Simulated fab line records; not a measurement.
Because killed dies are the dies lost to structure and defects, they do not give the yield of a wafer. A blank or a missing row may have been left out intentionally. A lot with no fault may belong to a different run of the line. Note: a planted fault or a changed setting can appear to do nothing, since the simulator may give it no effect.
Split-lot study || flow berkeley-cmos170 || 23 wafers read from 5 lots, route of 331 steps

## THE SPLIT
At UCB170_PFIELD_IMPLANT_07, the setting energy-kev was moved away from the recipe's 80 on 9 of the 23 wafers read, by -5.2% to +3.1%. The other wafers ran this setting at the recipe's value.

The reading is taken at the split's own step.

## THE READING
In nm, at UCB170_PFIELD_IMPLANT_07: implant.drp-nm, which is the simulator's own figure and was read by no gauge. There is no usual value for it anywhere in the file.

{"wafer": "L074.1", "tool, chamber at the split": "implanter-02, 0", "energy-kev as run": 80, "against the recipe": "recipe", "implant.drp-nm, nm": 74.86, "against lot-mates on the recipe": "-"}
{"wafer": "L074.4", "tool, chamber at the split": "implanter-02, 0", "energy-kev as run": 80, "against the recipe": "recipe", "implant.drp-nm, nm": 74.86, "against lot-mates on the recipe": "-"}
{"wafer": "L074.2", "tool, chamber at the split": "implanter-02, 0", "energy-kev as run": 75.86, "against the recipe": "-5.2%", "implant.drp-nm, nm": 72.94, "against lot-mates on the recipe": -1.92}
{"wafer": "L074.5", "tool, chamber at the split": "implanter-02, 0", "energy-kev as run": 75.86, "against the recipe": "-5.2%", "implant.drp-nm, nm": 72.94, "against lot-mates on the recipe": -1.92}
{"wafer": "L074.6", "tool, chamber at the split": "implanter-02, 0", "energy-kev as run": 75.86, "against the recipe": "-5.2%", "implant.drp-nm, nm": 72.94, "against lot-mates on the recipe": -1.92}
{"wafer": "L076.1", "tool, chamber at the split": "implanter-03, 0", "energy-kev as run": 80, "against the recipe": "recipe", "implant.drp-nm, nm": 74.86, "against lot-mates on the recipe": "-"}
{"wafer": "L076.5", "tool, chamber at the split": "implanter-03, 0", "energy-kev as run": 80, "against the recipe": "recipe", "implant.drp-nm, nm": 74.86, "against lot-mates on the recipe": "-"}
{"wafer": "L076.2", "tool, chamber at the split": "implanter-03, 0", "energy-kev as run": 75.89, "against the recipe": "-5.1%", "implant.drp-nm, nm": 72.95, "against lot-mates on the recipe": -1.91}
{"wafer": "L076.3", "tool, chamber at the split": "implanter-03, 0", "energy-kev as run": 75.89, "against the recipe": "-5.1%", "implant.drp-nm, nm": 72.95, "against lot-mates on the recipe": -1.91}
{"wafer": "L076.6", "tool, chamber at the split": "implanter-03, 0", "energy-kev as run": 75.89, "against the recipe": "-5.1%", "implant.drp-nm, nm": 72.95, "against lot-mates on the recipe": -1.91}
{"wafer": "L084.1", "tool, chamber at the split": "implanter-04, 0", "energy-kev as run": 82.47, "against the recipe": "+3.1%", "implant.drp-nm, nm": 75.93, "against lot-mates on the recipe": "+1.07"}
{"wafer": "L084.2", "tool, chamber at the split": "implanter-04, 0", "energy-kev as run": 82.47, "against the recipe": "+3.1%", "implant.drp-nm, nm": 75.93, "against lot-mates on the recipe": "+1.07"}
{"wafer": "L084.4", "tool, chamber at the split": "implanter-04, 0", "energy-kev as run": 82.47, "against the recipe": "+3.1%", "implant.drp-nm, nm": 75.93, "against lot-mates on the recipe": "+1.07"}
{"wafer": "L084.3", "tool, chamber at the split": "implanter-04, 0", "energy-kev as run": 80, "against the recipe": "recipe", "implant.drp-nm, nm": 74.86, "against lot-mates on the recipe": "-"}
{"wafer": "L084.5", "tool, chamber at the split": "implanter-04, 0", "energy-kev as run": 80, "against the recipe": "recipe", "implant.drp-nm, nm": 74.86, "against lot-mates on the recipe": "-"}
{"wafer": "L085.1", "tool, chamber at the split": "implanter-03, 0", "energy-kev as run": 80, "against the recipe": "recipe", "implant.drp-nm, nm": 74.86, "against lot-mates on the recipe": "-"}
{"wafer": "L085.2", "tool, chamber at the split": "implanter-03, 0", "energy-kev as run": 80, "against the recipe": "recipe", "implant.drp-nm, nm": 74.86, "against lot-mates on the recipe": "-"}
{"wafer": "L085.4", "tool, chamber at the split": "implanter-03, 0", "energy-kev as run": 80, "against the recipe": "recipe", "implant.drp-nm, nm": 74.86, "against lot-mates on the recipe": "-"}
{"wafer": "L083.1", "tool, chamber at the split": "implanter-02, 0", "energy-kev as run": 80, "against the recipe": "recipe", "implant.drp-nm, nm": 74.86, "against lot-mates on the recipe": "-"}
{"wafer": "L083.2", "tool, chamber at the split": "implanter-02, 0", "energy-kev as run": 80, "against the recipe": "recipe", "implant.drp-nm, nm": 74.86, "against lot-mates on the recipe": "-"}
{"wafer": "L083.3", "tool, chamber at the split": "implanter-02, 0", "energy-kev as run": 80, "against the recipe": "recipe", "implant.drp-nm, nm": 74.86, "against lot-mates on the recipe": "-"}
{"wafer": "L083.5", "tool, chamber at the split": "implanter-02, 0", "energy-kev as run": 80, "against the recipe": "recipe", "implant.drp-nm, nm": 74.86, "against lot-mates on the recipe": "-"}
{"wafer": "L083.6", "tool, chamber at the split": "implanter-02, 0", "energy-kev as run": 80, "against the recipe": "recipe", "implant.drp-nm, nm": 74.86, "against lot-mates on the recipe": "-"}

FIT RESULTS
A straight line over all 23 wafers: implant.drp-nm changes by +0.366 nm for each +1% of energy-kev; r = +1.00; the points scatter about the line by 0.022 nm.
The same after taking each lot's own level away (the mean of its wafers on the recipe; 23 wafers): +0.366 nm for each +1%; r = +1.00; scatter 0.022 nm.
On that fit, the largest move of energy-kev shifts the reading by 1.9 nm.
The lots' own levels span 74.860 to 74.860 nm.
The two slopes agree, so the slope changes little with the lot-to-lot level.
Check: with one of the wafers moved furthest among these (-5.2%) left out of the fit, the line predicts -1.91 nm for it against its lot-mates. Against them it came out at -1.92 nm.

## THE OTHER SPLITS THESE WAFERS WENT THROUGH
Before the reading, these wafers also passed through other splits. Each is held against what the fit with the lots' levels taken away leaves over:
{"other split on the same wafers": "UCB170_START_OXIDATION_02 temp-c", "wafers away from the commonest value": 10, "r with implant.drp-nm (lot level and that fit taken away)": -0.01}
{"other split on the same wafers": "UCB170_NWELL_IMPLANT_14 energy-kev", "wafers away from the commonest value": 8, "r with implant.drp-nm (lot level and that fit taken away)": -0.17}
{"other split on the same wafers": "UCB170_PWELL_OXIDATION_02 ox-time-s", "wafers away from the commonest value": 5, "r with implant.drp-nm (lot level and that fit taken away)": "+0.02"}
{"other split on the same wafers": "UCB170_WELLDRIVE_OXIDATION_01 temp-c", "wafers away from the commonest value": 10, "r with implant.drp-nm (lot level and that fit taken away)": -0.29}
{"other split on the same wafers": "UCB170_ACTIVE_PEB_11 peb-temp-c", "wafers away from the commonest value": 9, "r with implant.drp-nm (lot level and that fit taken away)": "+0.15"}
{"other split on the same wafers": "UCB170_PFIELD_COAT_01 spin-rpm", "wafers away from the commonest value": 10, "r with implant.drp-nm (lot level and that fit taken away)": "+0.33"}

## THE WHOLE CHAIN: every reading that the file lists as answering this split, in the file's order
{"step": "UCB170_PFIELD_IMPLANT_07", "what it does": "", "reading": "implant.rp-nm (the simulator's own value, which no gauge read)", "change (the file's fit)": "+2.09 nm for each +1% of the setting", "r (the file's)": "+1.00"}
{"step": "UCB170_PFIELD_IMPLANT_07", "what it does": "", "reading": "implant.drp-nm (the simulator's own value, which no gauge read)", "change (the file's fit)": "+0.367 nm for each +1% of the setting", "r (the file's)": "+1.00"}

## THE FILE'S OWN FIT
implant.drp-nm changes by +0.367 nm for each +1% of energy-kev, r = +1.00.
